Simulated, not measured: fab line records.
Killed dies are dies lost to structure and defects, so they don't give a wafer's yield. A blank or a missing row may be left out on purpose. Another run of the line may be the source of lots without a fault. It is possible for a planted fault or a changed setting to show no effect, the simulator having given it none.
Chamber matching :: flow berkeley cmos170 :: UCB170_V1_CMP_02 on cmp-02: 4 sister chambers
The step polishes SiO2. 16 wafers are shown with their chamber, then 8 later ones without.

== EACH WAFER AND ITS CHAMBER ==
wafer: L675.3
chamber: 3
motor current A (A): 17.8
platen rpm (rpm): 60.01
retaining ring pressure frac: 1.001

wafer: L675.4
chamber: 0
motor current A (A): 19.3
platen rpm (rpm): 59.99
retaining ring pressure frac: 0.998

wafer: L675.5
chamber: 2
motor current A (A): 18.6
platen rpm (rpm): 59.98
retaining ring pressure frac: 1.004

wafer: L679.3
chamber: 3
motor current A (A): 17.2
platen rpm (rpm): 60.03
retaining ring pressure frac: 1.002

wafer: L679.5
chamber: 1
motor current A (A): 13.6
platen rpm (rpm): 60.01
retaining ring pressure frac: 0.998

wafer: L679.6
chamber: 2
motor current A (A): 20.0
platen rpm (rpm): 60.00
retaining ring pressure frac: 1.002

wafer: L683.2
chamber: 2
motor current A (A): 19.5
platen rpm (rpm): 59.99
retaining ring pressure frac: 1.002

wafer: L683.3
chamber: 3
motor current A (A): 16.1
platen rpm (rpm): 60.00
retaining ring pressure frac: 0.999

wafer: L683.5
chamber: 2
motor current A (A): 18.4
platen rpm (rpm): 59.99
retaining ring pressure frac: 0.999

wafer: L687.1
chamber: 3
motor current A (A): 16.7
platen rpm (rpm): 60.03
retaining ring pressure frac: 0.999

wafer: L687.3
chamber: 1
motor current A (A): 14.3
platen rpm (rpm): 59.91
retaining ring pressure frac: 1.005

wafer: L687.6
chamber: 2
motor current A (A): 19.1
platen rpm (rpm): 59.95
retaining ring pressure frac: 0.997

wafer: L689.1
chamber: 2
motor current A (A): 18.6
platen rpm (rpm): 59.94
retaining ring pressure frac: 1.000

wafer: L689.4
chamber: 3
motor current A (A): 17.0
platen rpm (rpm): 60.00
retaining ring pressure frac: 0.998

wafer: L689.5
chamber: 2
motor current A (A): 19.5
platen rpm (rpm): 59.96
retaining ring pressure frac: 0.996

wafer: L691.1
chamber: 3
motor current A (A): 16.6
platen rpm (rpm): 60.02
retaining ring pressure frac: 0.996

SIGNATURES (means of the wafers above)
reading: motor current A
chamber 0: 19.300
chamber 1: 13.950
chamber 2: 19.100
chamber 3: 16.900
scatter within a chamber: 0.581

reading: platen rpm
chamber 0: 59.9900
chamber 1: 59.9600
chamber 2: 59.9729
chamber 3: 60.0150
scatter within a chamber: 0.0275

reading: retaining ring pressure frac
chamber 0: 0.99800
chamber 1: 1.00150
chamber 2: 1.00000
chamber 3: 0.99917
scatter within a chamber: 0.00285
Rule: for each reading, subtract the chamber's mean from the wafer's reading, divide by that reading's scatter and square the result; add these up over the readings and take the root, which gives the wafer's distance from the chamber. If the next closest chamber is less than 2 further off than the closest, the wafer can't be placed; otherwise it belongs to the closest. How the scatter is found: for the shown wafers, subtract from each reading the mean of its chamber, square and add these, divide the total by (wafers less chambers), then take the root.

== WAFERS WHOSE CHAMBER IS MISSING ==
wafer: L691.2
motor current A (A): 17.2
platen rpm (rpm): 60.06
retaining ring pressure frac: 0.994

wafer: L691.3
motor current A (A): 18.5
platen rpm (rpm): 59.99
retaining ring pressure frac: 1.001

wafer: L693.3
motor current A (A): 17.0
platen rpm (rpm): 60.04
retaining ring pressure frac: 0.993

wafer: L693.4
motor current A (A): 14.9
platen rpm (rpm): 59.89
retaining ring pressure frac: 1.001

wafer: L693.6
motor current A (A): 17.5
platen rpm (rpm): 59.91
retaining ring pressure frac: 1.000

wafer: L697.2
motor current A (A): 20.1
platen rpm (rpm): 59.99
retaining ring pressure frac: 0.993

wafer: L697.3
motor current A (A): 14.8
platen rpm (rpm): 59.94
retaining ring pressure frac: 1.006

wafer: L697.4
motor current A (A): 16.4
platen rpm (rpm): 59.97
retaining ring pressure frac: 1.004

== CHAMBER TAKEN BY EACH ==
wafer: L691.2
from the rows above: 3
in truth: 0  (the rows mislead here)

wafer: L691.3
from the rows above: can't be placed: 2 or 0 or 3
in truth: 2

wafer: L693.3
from the rows above: 3
in truth: 3

wafer: L693.4
from the rows above: 1
in truth: 1

wafer: L693.6
from the rows above: can't be placed: 2 or 3 or 0
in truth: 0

wafer: L697.2
from the rows above: can't be placed: 0 or 2
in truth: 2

wafer: L697.3
from the rows above: 1
in truth: 1

wafer: L697.4
from the rows above: can't be placed: 3 or 1
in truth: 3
Correct placement for 3 of the 8. These rows do not allow placing 4 (true chamber among the candidates in 4). 1 placed wrongly.
